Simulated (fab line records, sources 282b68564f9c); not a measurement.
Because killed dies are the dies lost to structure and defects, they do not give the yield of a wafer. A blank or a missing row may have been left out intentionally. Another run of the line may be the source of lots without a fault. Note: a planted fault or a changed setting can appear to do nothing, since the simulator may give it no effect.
fab line records -- flow rit-cmos
record lots=5, wafers=15, last-day=6
route steps=202 shown CONTACT@176 M1@184
lots with no fault: from the same line, run without faults
start-h: the number of hours between the record's first day and the start of the first shown wafer of the lot -- wait-h: time in hours since the lot's previous step -- " identical to the entry in the row above -- L1.1+2: a row that stands for several wafers -- - either no value or no given start -- * or withheld: withheld -- < > ~ a bound
route shown NAME@n: names a module that has steps shown in the file, with the first one's number in the route -- usual: mean and standard deviation over wafers with no fault -- same: alike in all rows -- chamber/n: place in a boat -- sites: the reading at each site -- _std_site: the standard deviation of these -- _edge_site: outer sites' mean less inner sites' -- radius-mm: how far each site lies from the wafer's centre -- mask NAME#n: copy n -- behind: the most recent tool/chamber to have shaped the wafer -- hold: reason for holding the lot/hours on hold/outcome of the hold -- device: whichever transistor did not switch (one of n, p or np) -- end of line: tests of these same wafers at the route's end -- a step without rows: its recipe alone -- killed: count of dies lost to structure and defects at first sort (not the wafer's yield) -- map: per-die view of a wafer (x killed, . not killed, _ where there is no die)
set.NAME: the setting that was run; set.NAME@STEP: the one run at that earlier step -- model.NAME: the simulator's own value behind a step, which no gauge read
lots at selected steps of the route; one table per step, one row per wafer
services: the hour from which a tool's chamber was out of use, counted from the record's first day as start-h (under 0 if before that day), plus the number of hours and why
## steps
# step RIT_CONTACT_CD_MEAS_08
# recipe target-cd-nm=1000
# usual cd-nm=999.4/2.4
lot.wafer,tool,chamber,start-h,wait-h,cd-nm
L077.1,cd-sem-02,-,68.90,-,1002.4
L077.2,cd-sem-02,-,68.90,-,1003.0
L077.3,cd-sem-02,-,68.90,-,1000.6
L081.1,cd-sem-01,-,85.75,-,998.0
L081.2,cd-sem-01,-,85.75,-,996.3
L081.6,cd-sem-01,-,85.75,-,998.4
L085.1,cd-sem-01,-,106.22,-,997.6
L085.5,cd-sem-01,-,106.22,-,999.0
L085.6,cd-sem-01,-,106.22,-,996.1
L090.1,cd-sem-01,-,131.88,-,1001.3
L090.5,cd-sem-01,-,131.88,-,998.7
L090.6,cd-sem-01,-,131.88,-,999.7
L091.4,cd-sem-02,-,138.05,-,1000.2
L091.5,cd-sem-02,-,138.05,-,1002.1
L091.6,cd-sem-02,-,138.05,-,999.5
# step RIT_CONTACT_OVL_MEAS_09
# usual CONTACT_OVL=-1.6/1.3
lot.wafer,tool,chamber,start-h,wait-h,CONTACT_OVL[nm]
L077.1,overlay-01,-,69.02,0.1,-1.5
L077.2,overlay-01,-,69.02,0.1,0.7
L077.3,overlay-01,-,69.02,0.1,-0.2
L081.1,overlay-02,-,85.87,0.1,-1.4
L081.2,overlay-02,-,85.87,0.1,-3.0
L081.6,overlay-02,-,85.87,0.1,-1.5
L085.1,overlay-01,-,106.34,0.1,-1.8
L085.5,overlay-01,-,106.34,0.1,-3.5
L085.6,overlay-01,-,106.34,0.1,-1.9
L090.1,overlay-01,-,132.00,0.1,1.4
L090.5,overlay-01,-,132.00,0.1,-0.4
L090.6,overlay-01,-,132.00,0.1,-1.3
L091.4,overlay-02,-,138.12,0.1,-0.5
L091.5,overlay-02,-,138.12,0.1,-0.2
L091.6,overlay-02,-,138.12,0.1,-1.8
# step RIT_CONTACT_HARDBAKE_10
# recipe resist=NOVOLAK, temp-c=140, time-s=60
lot.wafer,tool,chamber,start-h,wait-h
L077.1+2+3,litho-track-04,0,69.05,0.0
L081.1+2+6,litho-track-02,0,85.90,0.0
L085.1+5+6,litho-track-02,0,106.38,0.0
L090.1+5+6,litho-track-02,0,132.03,0.0
L091.4+5+6,litho-track-04,0,138.22,0.1
# step RIT_CONTACT_ETCH_11
# recipe target-depth-a=4800, over-etch-frac=0.2, stop-on=TiSi2, chemistry=CHF3/CF4/Ar, target=SiO2, CHF3_flow_sccm=50, cf4-flow-sccm=10, Ar_flow_sccm=100, O2_flow_sccm=5, pressure-mtorr=100, rf-w=200, time-s=320
# usual chamber-pressure-mTorr=100.01/0.1, drypump-motor-current-A=5.6/0.44, oes-product-au=0.994/0.018, throttle-valve-pct=8.91/0.13
lot.wafer,tool,chamber,start-h,wait-h,chamber-pressure-mTorr,drypump-motor-current-A,oes-product-au,rf-hours-counter-h,throttle-valve-pct
L077.1,rie-diel-03,1,69.20,0.1,100.01,5.5,1.015,89,8.79
L077.2,rie-diel-03,3,69.20,0.1,100.01,5.6,0.990,78,8.96
L077.3,rie-diel-03,2,69.20,0.1,99.95,6.0,1.007,8,9.07
L081.1,rie-diel-01,3,86.05,0.1,99.97,4.8,0.974,26,9.00
L081.2,rie-diel-01,1,86.05,0.1,100.13,6.6,0.998,134,8.91
L081.6,rie-diel-01,0,86.05,0.1,99.94,5.9,1.015,-,9.04
L085.1,rie-diel-02,3,106.53,0.1,99.93,5.8,0.961,125,8.64
L085.5,rie-diel-02,3,106.53,0.1,99.84,5.8,0.969,-,8.63
L085.6,rie-diel-02,2,106.53,0.1,99.87,4.8,0.981,-,8.95
L090.1,rie-diel-01,3,132.18,0.1,100.08,4.8,0.970,26,9.00
L090.5,rie-diel-01,3,132.18,0.1,99.95,4.8,0.974,-,9.00
L090.6,rie-diel-01,2,132.18,0.1,100.00,5.7,1.020,-,8.95
L091.4,rie-diel-01,1,138.29,0.1,99.90,6.6,1.005,134,8.92
L091.5,rie-diel-01,3,138.29,0.1,100.28,4.8,0.977,-,8.99
L091.6,rie-diel-01,2,138.29,0.1,100.13,5.7,1.020,-,8.95
# step RIT_CONTACT_STRIP_12
# recipe chemistry=O2, time-s=180, resist=NOVOLAK, platen-temp-c=withheld, power-w=500, pressure-mtorr=4000, o2-flow-sccm=4000
# usual chamber-pressure-mTorr=4000/3.6, drypump-motor-current-A=5.7/0.42
lot.wafer,tool,chamber,start-h,wait-h,chamber-pressure-mTorr,drypump-motor-current-A,rf-hours-counter-h
L077.1,plasma-asher-01,0,69.40,0.1,3997,6.0,44
L077.2,plasma-asher-01,1,69.40,0.1,4002,6.1,44
L077.3,plasma-asher-01,1,69.40,0.1,4000,6.0,-
L081.1,plasma-asher-01,1,86.25,0.1,4004,6.0,46
L081.2,plasma-asher-01,0,86.25,0.1,3998,6.0,46
L081.6,plasma-asher-01,0,86.25,0.1,3997,6.0,-
L085.1,plasma-asher-04,1,106.72,0.1,4003,4.8,50
L085.5,plasma-asher-04,1,106.72,0.1,4002,4.8,-
L085.6,plasma-asher-04,0,106.72,0.1,3998,6.3,-
L090.1,plasma-asher-03,1,132.38,0.1,4001,5.4,1
L090.5,plasma-asher-03,1,132.38,0.1,3996,5.4,-
L090.6,plasma-asher-03,0,132.38,0.1,3996,5.4,-
L091.4,plasma-asher-04,1,138.54,0.2,4004,4.9,-
L091.5,plasma-asher-04,1,138.54,0.2,4000,4.9,-
L091.6,plasma-asher-04,0,138.54,0.2,3998,6.3,-
# step RIT_CONTACT_CD_MEAS_90
# recipe target-cd-nm=1000
# usual cd-nm=999.5/2.4
lot.wafer,tool,chamber,start-h,wait-h,cd-nm
L077.1,cd-sem-01,-,69.57,0.1,1002.4
L077.2,cd-sem-01,-,69.57,0.1,1002.3
L077.3,cd-sem-01,-,69.57,0.1,1000.8
L081.1,cd-sem-02,-,86.42,0.1,997.9
L081.2,cd-sem-02,-,86.42,0.1,995.7
L081.6,cd-sem-02,-,86.42,0.1,998.0
L085.1,cd-sem-01,-,106.90,0.1,997.6
L085.5,cd-sem-01,-,106.90,0.1,998.0
L085.6,cd-sem-01,-,106.90,0.1,995.5
L090.1,cd-sem-02,-,132.55,0.1,1001.2
L090.5,cd-sem-02,-,132.55,0.1,998.3
L090.6,cd-sem-02,-,132.55,0.1,999.7
L091.4,cd-sem-02,-,138.72,0.1,1000.1
L091.5,cd-sem-02,-,138.72,0.1,1002.4
L091.6,cd-sem-02,-,138.72,0.1,999.9
# step RIT_CONTACT_CLEAN_13
# recipe chemistry=SC1, mix=3:3:50, time-s=600, temp-c=75
lot.wafer,tool,chamber,start-h,wait-h
L077.1+2+3,wet-bench-02,2,69.69,0.1
L081.1+2+6,wet-bench-02,1,86.54,0.1
L085.1+5+6,wet-bench-02,3,107.02,0.1
L090.1+5+6,wet-bench-01,2,132.67,0.1
L091.4+5+6,wet-bench-03,2,138.78,0.0
# step RIT_CONTACT_CLEAN_14
# recipe chemistry=SC2, mix=3:3:50, time-s=600, temp-c=75, dry=n2-spin
lot.wafer,tool,chamber,start-h,wait-h
L077.1+2+3,wet-bench-01,3,69.88,0.0
L081.1+2+6,wet-bench-01,2,86.72,0.0
L085.1+5+6,wet-bench-03,3,107.19,0.0
L090.1+5+6,wet-bench-02,3,132.85,0.0
L091.4+5+6,wet-bench-01,2,138.97,0.0
# step RIT_M1_SPUTTER_00
# recipe material=Al, target-thk-nm=400, power-w=2000, chamber-pressure-pa=0.4, gas=Ar, time-s=500, substrate-temp-c=25
# usual throttle-valve-pct=29.4/1
lot.wafer,tool,chamber,start-h,wait-h,throttle-valve-pct
L077.1,pvd-sputter-01,-,70.11,0.0,29.7
L077.2,pvd-sputter-01,-,70.11,0.0,29.7
L077.3,pvd-sputter-01,-,70.11,0.0,30.0
L081.1,pvd-sputter-01,-,86.89,0.0,29.9
L081.2,pvd-sputter-01,-,86.89,0.0,29.5
L081.6,pvd-sputter-01,-,86.89,0.0,30.3
L085.1,pvd-sputter-01,-,107.37,0.0,29.9
L085.5,pvd-sputter-01,-,107.37,0.0,29.5
L085.6,pvd-sputter-01,-,107.37,0.0,30.1
L090.1,pvd-sputter-04,-,133.06,0.0,28.3
L090.5,pvd-sputter-04,-,133.06,0.0,31.6
L090.6,pvd-sputter-04,-,133.06,0.0,28.3
L091.4,pvd-sputter-01,-,139.15,0.0,29.8
L091.5,pvd-sputter-01,-,139.15,0.0,29.5
L091.6,pvd-sputter-01,-,139.15,0.0,27.8
# step RIT_M1_RS_MEAS_01
# recipe thk-meas-gauge=four-point-probe, reads=Al_of_M1_SPUTTER_00
# usual M1_AL_RS=0.0734/0.00065
lot.wafer,tool,chamber,start-h,wait-h,M1_AL_RS[ohm/sq]
L077.1,film-metro-03,-,70.40,0.1,0.0742
L077.2,film-metro-03,-,70.40,0.1,0.0739
L077.3,film-metro-03,-,70.40,0.1,0.0726
L081.1,film-metro-01,-,87.19,0.1,0.0732
L081.2,film-metro-01,-,87.19,0.1,0.0739
L081.6,film-metro-01,-,87.19,0.1,0.0728
L085.1,film-metro-01,-,107.66,0.1,0.0725
L085.5,film-metro-01,-,107.66,0.1,0.0734
L085.6,film-metro-01,-,107.66,0.1,0.0728
L090.1,film-metro-02,-,133.35,0.1,0.0742
L090.5,film-metro-02,-,133.35,0.1,0.0744
L090.6,film-metro-02,-,133.35,0.1,0.0744
L091.4,film-metro-02,-,139.50,0.2,0.0742
L091.5,film-metro-02,-,139.50,0.2,0.0736
L091.6,film-metro-02,-,139.50,0.2,0.0727
# step RIT_M1_THK_MEAS_02
# recipe thk-meas-gauge=xrf, reads=Al_of_M1_SPUTTER_00
# usual M1_AL_THK=408/3.8
lot.wafer,tool,chamber,start-h,wait-h,M1_AL_THK[nm]
L077.1,film-metro-03,-,70.52,0.1,405
L077.2,film-metro-03,-,70.52,0.1,407
L077.3,film-metro-03,-,70.52,0.1,413
L081.1,film-metro-01,-,87.31,0.1,403
L081.2,film-metro-01,-,87.31,0.1,404
L081.6,film-metro-01,-,87.31,0.1,411
L085.1,film-metro-01,-,107.78,0.1,411
L085.5,film-metro-01,-,107.78,0.1,407
L085.6,film-metro-01,-,107.78,0.1,410
L090.1,film-metro-02,-,133.47,0.1,404
L090.5,film-metro-02,-,133.47,0.1,401
L090.6,film-metro-02,-,133.47,0.1,402
L091.4,film-metro-02,-,139.59,0.1,403
L091.5,film-metro-02,-,139.59,0.1,407
L091.6,film-metro-02,-,139.59,0.1,410
# step RIT_M1_HMDS_03
# recipe prime-time-s=60, prime-temp-c=140
lot.wafer,tool,chamber,start-h,wait-h
L077.1+2+3,litho-track-03,0,70.58,0.1
L081.1+2+6,litho-track-03,0,87.37,0.1
L085.1+5+6,litho-track-03,0,107.84,0.1
L090.1+5+6,litho-track-03,0,133.53,0.1
L091.4+5+6,litho-track-01,0,139.70,0.1
# step RIT_M1_COAT_04
# recipe resist=NOVOLAK, spin-rpm=2000, resist-thk-nm=1300
lot.wafer,tool,chamber,start-h,wait-h
L077.1+2+3,litho-track-03,0,70.73,0.1
L081.1+2+6,litho-track-03,0,87.52,0.1
L085.1+5+6,litho-track-03,0,107.99,0.1
L090.1+5+6,litho-track-03,0,133.68,0.1
L091.4+5+6,litho-track-01,0,139.85,0.1
# step RIT_M1_SOFTBAKE_05
# recipe resist=NOVOLAK, temp-c=90, time-s=60
lot.wafer,tool,chamber,start-h,wait-h
L077.1+2+3,litho-track-03,0,70.88,0.1
L081.1+2+6,litho-track-03,0,87.67,0.1
L085.1+5+6,litho-track-03,0,108.14,0.1
L090.1+5+6,litho-track-03,0,133.83,0.1
L091.4+5+6,litho-track-01,0,140.00,0.1
# step RIT_M1_EXPOSE_06
# recipe mask-id=M12, na=0.6, source-shape=conventional, sigma-outer=0.5, target-cd-nm=2600, dose-mj=250
# same sigma-outer=0.5
lot.wafer,tool,chamber,start-h,wait-h,mask
L077.1+2+3,iline-stepper-02,0,71.03,0.1,M12#0
L081.1+2+6,iline-stepper-02,0,87.82,0.1,M12#0
L085.1+5+6,iline-stepper-02,0,108.29,0.1,M12#0
L090.1+5+6,iline-stepper-02,0,134.11,0.2,M12#0
L091.4+5+6,iline-stepper-02,0,140.13,0.1,M12#0
# step RIT_M1_PEB_07
# recipe resist=NOVOLAK, temp-c=withheld, time-s=withheld
lot.wafer,tool,chamber,start-h,wait-h
L077.1+2+3,litho-track-01,0,71.15,0.1
L081.1+2+6,litho-track-03,0,87.93,0.1
L085.1+5+6,litho-track-04,0,108.41,0.1
L090.1+5+6,litho-track-03,0,134.22,0.1
L091.4+5+6,litho-track-04,0,140.26,0.1
# step RIT_M1_DEVELOP_08
# recipe resist=NOVOLAK, develop-time-s=68.88, dev-temp-c=23
lot.wafer,tool,chamber,start-h,wait-h
L077.1+2+3,litho-track-01,0,-,-
L081.1+2+6,litho-track-03,0,-,-
L085.1+5+6,litho-track-04,0,-,-
L090.1+5+6,litho-track-03,0,-,-
L091.4+5+6,litho-track-04,0,-,-
# step RIT_M1_CD_MEAS_09
# recipe target-cd-nm=2600
# usual cd-nm=2600.8/2.1
lot.wafer,tool,chamber,start-h,wait-h,cd-nm
L077.1,cd-sem-02,-,71.46,-,2598.5
L077.2,cd-sem-02,-,71.46,-,2601.1
L077.3,cd-sem-02,-,71.46,-,2601.5
L081.1,cd-sem-01,-,88.25,-,2601.1
L081.2,cd-sem-01,-,88.25,-,2600.4
L081.6,cd-sem-01,-,88.25,-,2601.3
L085.1,cd-sem-01,-,108.72,-,2599.0
L085.5,cd-sem-01,-,108.72,-,2601.7
L085.6,cd-sem-01,-,108.72,-,2599.8
L090.1,cd-sem-01,-,134.54,-,2601.4
L090.5,cd-sem-01,-,134.54,-,2598.7
L090.6,cd-sem-01,-,134.54,-,2600.3
L091.4,cd-sem-02,-,140.56,-,2601.8
L091.5,cd-sem-02,-,140.56,-,2602.2
L091.6,cd-sem-02,-,140.56,-,2603.2
# step RIT_M1_OVL_MEAS_10
# usual M1_OVL=-0.1/1.4
lot.wafer,tool,chamber,start-h,wait-h,M1_OVL[nm]
L077.1,overlay-01,-,71.58,0.1,2.8
L077.2,overlay-01,-,71.58,0.1,-0.3
L077.3,overlay-01,-,71.58,0.1,1.2
L081.1,overlay-01,-,88.37,0.1,-0.8
L081.2,overlay-01,-,88.37,0.1,-0.2
L081.6,overlay-01,-,88.37,0.1,2.1
L085.1,overlay-02,-,108.84,0.1,-1.1
L085.5,overlay-02,-,108.84,0.1,1.5
L085.6,overlay-02,-,108.84,0.1,1.4
L090.1,overlay-01,-,134.66,0.1,0.0
L090.5,overlay-01,-,134.66,0.1,-0.5
L090.6,overlay-01,-,134.66,0.1,-0.8
L091.4,overlay-01,-,140.64,0.1,1.1
L091.5,overlay-01,-,140.64,0.1,1.4
L091.6,overlay-01,-,140.64,0.1,-2.1
# step RIT_M1_HARDBAKE_11
# recipe resist=NOVOLAK, temp-c=140, time-s=120
lot.wafer,tool,chamber,start-h,wait-h
L077.1+2+3,litho-track-03,0,71.62,0.0
L081.1+2+6,litho-track-03,0,88.40,0.0
L085.1+5+6,litho-track-04,0,108.88,0.0
L090.1+5+6,litho-track-01,0,134.69,0.0
L091.4+5+6,litho-track-01,0,140.78,0.1
# step RIT_M1_METAL_ETCH_12
# recipe stop-on=SiO2, chemistry=Cl2/BCl3, target=Al, time-s=165, over-etch-frac=0.5, pressure-mtorr=100, target-depth-a=6000, rf-w=250, Cl2_flow_sccm=60, bcl3-flow-sccm=50
# usual chamber-pressure-mTorr=100.00/0.099, drypump-motor-current-A=5.5/0.48, he-backside-leak-sccm=3.35/0.23, oes-product-au=0.776/0.014, throttle-valve-pct=8.22/0.096
lot.wafer,tool,chamber,start-h,wait-h,chamber-pressure-mTorr,drypump-motor-current-A,he-backside-leak-sccm,oes-product-au,rf-hours-counter-h,throttle-valve-pct
L077.1,rie-metal-04,1,71.87,0.2,99.95,5.4,3.28,0.766,37,8.30
L077.2,rie-metal-04,0,71.87,0.2,99.87,5.8,3.52,0.764,37,8.20
L077.3,rie-metal-04,0,71.87,0.2,100.04,5.7,3.39,0.776,-,8.19
L081.1,rie-metal-03,1,88.65,0.2,100.18,6.5,3.06,0.779,1,8.06
L081.2,rie-metal-03,0,88.65,0.2,100.13,5.1,3.36,0.760,1,8.22
L081.6,rie-metal-03,0,88.65,0.2,100.03,5.1,3.30,0.768,-,8.21
L085.1,rie-metal-01,1,109.13,0.2,99.93,5.0,3.48,0.806,4,8.36
L085.5,rie-metal-01,1,109.13,0.2,100.22,5.0,3.53,0.803,-,8.38
L085.6,rie-metal-01,0,109.13,0.2,99.89,5.8,3.49,0.778,-,8.16
L090.1,rie-metal-03,0,134.94,0.2,99.97,5.1,3.19,0.761,1,8.19
L090.5,rie-metal-03,0,134.94,0.2,100.13,5.1,3.23,0.747,-,8.19
L090.6,rie-metal-03,1,134.94,0.2,99.93,6.5,3.14,0.773,-,8.08
L091.4,rie-metal-01,1,140.96,0.1,99.91,5.0,3.35,0.792,-,8.38
L091.5,rie-metal-01,1,140.96,0.1,100.00,5.1,3.38,0.801,-,8.37
L091.6,rie-metal-01,0,140.96,0.1,100.13,5.8,3.35,0.787,-,8.14
# step RIT_M1_STRIP_13
# recipe chemistry=nmp, resist=NOVOLAK, temp-c=80, time-s=600, dry=n2-spin
lot.wafer,tool,chamber,start-h,wait-h
L077.1+2+3,wet-bench-04,3,72.03,0.1
L081.1+2+6,wet-bench-01,3,88.81,0.1
L085.1+5+6,wet-bench-02,0,109.29,0.1
L090.1+5+6,wet-bench-02,1,135.10,0.1
L091.4+5+6,wet-bench-01,2,141.07,0.1
# step RIT_M1_STRIP_14
# recipe chemistry=O2, time-s=180, platen-temp-c=withheld, power-w=500, pressure-mtorr=4000, o2-flow-sccm=4000
# usual chamber-pressure-mTorr=4000/3.3, drypump-motor-current-A=5.4/0.62
lot.wafer,tool,chamber,start-h,wait-h,chamber-pressure-mTorr,drypump-motor-current-A,rf-hours-counter-h
L077.1,plasma-asher-04,0,72.22,0.0,3998,6.3,46
L077.2,plasma-asher-04,1,72.22,0.0,4000,4.9,46
L077.3,plasma-asher-04,0,72.22,0.0,4000,6.3,-
L081.1,plasma-asher-04,0,88.99,0.0,3993,6.3,48
L081.2,plasma-asher-04,1,88.99,0.0,3997,4.9,48
L081.6,plasma-asher-04,1,88.99,0.0,4000,4.9,-
L085.1,plasma-asher-02,1,109.47,0.0,4001,5.5,33
L085.5,plasma-asher-02,1,109.47,0.0,3999,5.5,-
L085.6,plasma-asher-02,0,109.47,0.0,3994,4.7,-
L090.1,plasma-asher-01,0,135.28,0.0,4002,5.9,52
L090.5,plasma-asher-01,1,135.28,0.0,3997,6.0,-
L090.6,plasma-asher-01,0,135.28,0.0,4001,5.9,-
L091.4,plasma-asher-02,0,141.30,0.1,4001,4.7,-
L091.5,plasma-asher-02,0,141.30,0.1,4002,4.7,-
L091.6,plasma-asher-02,1,141.30,0.1,4001,5.5,-
# step RIT_M1_CD_MEAS_90
# recipe target-cd-nm=2600
# usual cd-nm=2601.1/2.2
lot.wafer,tool,chamber,start-h,wait-h,cd-nm
L077.1,cd-sem-01,-,72.40,0.1,2599.8
L077.2,cd-sem-01,-,72.40,0.1,2600.6
L077.3,cd-sem-01,-,72.40,0.1,2601.0
L081.1,cd-sem-02,-,89.16,0.1,2602.0
L081.2,cd-sem-02,-,89.16,0.1,2601.7
L081.6,cd-sem-02,-,89.16,0.1,2601.4
L085.1,cd-sem-01,-,109.64,0.1,2599.0
L085.5,cd-sem-01,-,109.64,0.1,2604.2
L085.6,cd-sem-01,-,109.64,0.1,2602.9
L090.1,cd-sem-02,-,135.45,0.1,2601.1
L090.5,cd-sem-02,-,135.45,0.1,2599.8
L090.6,cd-sem-02,-,135.45,0.1,2600.7
L091.4,cd-sem-01,-,141.48,0.1,2604.0
L091.5,cd-sem-01,-,141.48,0.1,2603.0
L091.6,cd-sem-01,-,141.48,0.1,2603.3
# step RIT_M1_ANNEAL_15
# recipe temp-c=450, time-s=1828, ambient=forming_gas_H2N2
# usual tube-center-temp-C=450/0.044
lot.wafer,tool,chamber,start-h,wait-h,tube-center-temp-C
L077.1,-,-,72.52,0.1,449.95
L077.2,-,-,72.52,0.1,449.98
L077.3,-,-,72.52,0.1,450.1
L081.1,-,-,89.28,0.1,449.94
L081.2,-,-,89.28,0.1,449.97
L081.6,-,-,89.28,0.1,450.06
L085.1,-,-,109.76,0.1,449.95
L085.5,-,-,109.76,0.1,450.04
L085.6,-,-,109.76,0.1,449.99
L090.1,-,-,135.78,0.3,450.05
L090.5,-,-,135.78,0.3,449.99
L090.6,-,-,135.78,0.3,450.04
L091.4,-,-,141.82,0.3,449.98
L091.5,-,-,141.82,0.3,450.04
L091.6,-,-,141.82,0.3,450.03
# step RIT_M1_BOW_MEAS_16
# recipe mode=bow
# usual M1_BOW=17/7
lot.wafer,tool,chamber,start-h,wait-h,M1_BOW[um]
L077.1,film-metro-02,-,74.02,0.0,11
L077.2,film-metro-02,-,74.02,0.0,25
L077.3,film-metro-02,-,74.02,0.0,14
L081.1,film-metro-01,-,90.78,0.0,20
L081.2,film-metro-01,-,90.78,0.0,7
L081.6,film-metro-01,-,90.78,0.0,16
L085.1,film-metro-03,-,111.26,0.0,2
L085.5,film-metro-03,-,111.26,0.0,12
L085.6,film-metro-03,-,111.26,0.0,17
L090.1,film-metro-01,-,137.28,0.0,16
L090.5,film-metro-01,-,137.28,0.0,14
L090.6,film-metro-01,-,137.28,0.0,24
L091.4,film-metro-01,-,143.38,0.1,15
L091.5,film-metro-01,-,143.38,0.1,25
L091.6,film-metro-01,-,143.38,0.1,29
# step RIT_M1_PROBE_99
# usual defect-limited-yield=97.3/1.2, killed-at-front-end=7/3.1, killed-dies=7/3.1, killed-open=3.5/1.9, killed-short=3.6/2.1, sort_bin_3_pad_short=0.1/0.2, sort_bin_5_function=1.6/0.86, sort_bin_6_memory=1.0/0.64, sort-n-pass=257/3.1, sort-yield-pct=97.3/1.2
# same gross-dies=264, killed_at_M0_to_M3=0, killed_at_M4_up=0, killed-at-back-side=0, killed-at-contacts=0, killed-at-other=0
lot.wafer,tool,chamber,start-h,wait-h,defect-limited-yield[%],killed-at-front-end,killed-dies,killed-open,killed-short,sort_bin_3_pad_short[%],sort_bin_5_function[%],sort_bin_6_memory[%],sort-n-pass,sort-yield-pct[%]
L081.1,prober-01,-,90.90,0.1,99.2,2,2,0,2,0,0.8,0,262,99.2
L081.2,prober-01,-,90.95,0.1,96.2,10,10,3,7,0.4,2.3,1.1,254,96.2
L081.6,prober-01,-,91.15,0.2,98.1,5,5,3,2,0,1.1,0.8,259,98.1
L085.1,prober-01,-,111.38,0.1,97.7,6,6,2,4,0.4,1.1,0.8,258,97.7
L085.5,prober-01,-,111.58,0.2,97.7,6,6,2,4,0,2.3,0,258,97.7
L085.6,prober-01,-,111.63,0.2,97.7,6,6,3,3,0,1.9,0.4,258,97.7
L091.4,prober-01,-,143.59,0.2,97.3,7,7,3,4,0,0.8,1.9,257,97.3
L091.5,prober-01,-,143.64,0.2,98.1,5,5,2,3,0,1.5,0.4,259,98.1
L091.6,prober-01,-,143.69,0.2,93.9,16,16,8,8,0,3.4,2.7,248,93.9
# killed by level:class
L081.1 FOX2:geometric-particle:short=1 SPACER:geometric-particle:short=1
L081.2 SPACER:geometric-particle:short=4 GATE:geometric-particle:open=2 SILICIDE:geometric-particle:short=2 GATE:geometric-particle:short=1 SILICIDE:geometric-particle:open=1
L081.6 REOX:geometric-particle:short=2 REOX:geometric-particle:open=1 SPACER:geometric-particle:open=1 SILICIDE:geometric-particle:open=1
L085.1 REOX:geometric-particle:open=2 SILICIDE:geometric-particle:short=2 FOX1:geometric-particle:short=1 REOX:geometric-particle:short=1
L085.5 FOX1:geometric-particle:open=1 FOX1:geometric-particle:short=1 FOX2:geometric-particle:open=1 GATE:geometric-particle:short=1 SPACER:geometric-particle:short=1 SILICIDE:geometric-particle:short=1
L085.6 FOX1:geometric-particle:short=2 FOX1:geometric-particle:open=1 REOX:geometric-particle:open=1 SPACER:geometric-particle:open=1 SILICIDE:geometric-particle:short=1
L091.4 GATE:geometric-particle:open=2 GATE:geometric-particle:short=2 SILICIDE:geometric-particle:short=2 REOX:geometric-particle:open=1
L091.5 FOX1:geometric-particle:short=2 FOX1:geometric-particle:open=1 SPACER:geometric-particle:open=1 SILICIDE:geometric-particle:short=1
L091.6 GATE:geometric-particle:open=5 GATE:geometric-particle:short=5 FOX1:geometric-particle:short=1 FOX1:geometric-particle:open=1 FOX2:geometric-particle:short=1 FOX2:geometric-particle:open=1 SPACER:geometric-particle:open=1 SILICIDE:geometric-particle:short=1
## services
tool,chamber,start-h,hours,kind
rie-metal-04,-,48.02,0.1,repair
plasma-asher-02,-,50.59,2.3,repair
rie-diel-03,2,56.03,2.7,repair
plasma-asher-01,-,60.14,2.8,pm
wet-bench-04,-,63.92,4.4,pm
plasma-asher-02,-,77.20,0.7,repair
plasma-asher-02,-,78.69,1.6,repair
plasma-asher-03,-,79.26,1.9,repair
wet-bench-02,-,79.87,1.0,repair
pvd-sputter-04,-,82.54,0.5,repair
rie-diel-03,0,84.88,4.8,repair
plasma-asher-02,-,88.25,2.5,repair
pvd-sputter-01,-,102.87,1.8,repair
rie-diel-01,-,104.43,27.2,repair
pvd-sputter-04,-,104.68,5.8,repair
plasma-asher-03,-,108.75,9.0,pm
plasma-asher-03,0,108.75,9.0,vent-cycle
plasma-asher-03,1,108.75,9.0,vent-cycle
plasma-asher-03,0,117.75,-,clean
furnace-02,-,127.56,3.4,pm
furnace-01,-,130.76,3.7,pm
plasma-asher-03,-,133.45,1.9,repair
rie-metal-04,-,136.12,20.0,pm
rie-metal-03,1,138.91,25.4,repair
## key
fault none
